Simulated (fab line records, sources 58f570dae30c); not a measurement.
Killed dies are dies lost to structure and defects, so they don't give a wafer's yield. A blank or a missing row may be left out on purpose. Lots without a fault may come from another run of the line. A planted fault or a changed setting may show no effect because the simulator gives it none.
Problem report in the 8D (eight disciplines) form, filled by code | flow berkeley_cmos170 | the parts of the form that need people (team, actions taken, sign-off) are left out

1. THE PROBLEM
chamber_o2_ppm at UCB170_SILICIDE_RTA_04 reads a mean of 62.003 on 9 wafers of 3 lots; wafers without a fault read 1.999 with a standard deviation of 0.024. That is +99 or more standard deviations from the usual mean.
The step: time 15 s.
First seen on wafer L402.1, day 9 15:20, on rtp_anneal-01. The record holds 21 wafers of 7 lots with a number at this step. Rule for "out", or "out of limits": more than 4 standard deviations from the usual mean. The other wafers with a number count as sound.

2. WHAT IT IS AND WHAT IT IS NOT
question                    | is                     | is not
which readings at this step | chamber_o2_ppm         | lamp_power_pct
which lots                  | L402, L404, L406       | L397, L400, L414, L416
which wafers of those lots  | all that have a number | -
read on which tools         | rtp_anneal-01          | rtp_anneal-02
when                        | from day 9 15:20       | up to then (6 sound wafers); but 6 sound wafers of L414, L416 came after

3. SUSPECTS, AND WHAT RULES EACH OUT
Counting: a tool at a process step up to the reading stays a suspect if it ran every lot that is out and no sound lot after the first of them.
- rtp_anneal-01 at UCB170_SILICIDE_RTA_04 (time 15 s): kept. It ran every lot that is out, first L402 (day 9 15:20), and no sound lot after that; its last sound lot up to then is L400 (day 8 22:35). Its own readings are out on those wafers: chamber_o2_ppm.
Left after counting: rtp_anneal-01 at UCB170_SILICIDE_RTA_04.

4. THE CAUSE (what the simulator had put in)
Process parameter drift: rtp_anneal-01, from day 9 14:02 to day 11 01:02, at UCB170_SILICIDE_RTA_04. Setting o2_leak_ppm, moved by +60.
Counting left only this tool.

5. THE CHAIN OF EFFECTS, in route order
Each row: a reading whose mean over the struck wafers that have a number lies more than 3 standard deviations from the usual. Only readings for which the record gives a usual standard deviation are gone through. hours: the time from each lot's start at the first step in this table that gives one to its start at this step, as a median over the lots. sigmas: the change in usual standard deviations.
hours | step                   | reading        | usual | on struck wafers | change  | sigmas
0     | UCB170_SILICIDE_RTA_04 | chamber_o2_ppm | 1.999 | 62.003           | +60.004 | +99 or more
The process steps in it:
- UCB170_SILICIDE_RTA_04: time 15 s.

6. WHAT WOULD HAVE CAUGHT IT SOONER
In this record the first reading out of limits was taken at day 9 15:20, 1 hour after the fault began at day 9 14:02.
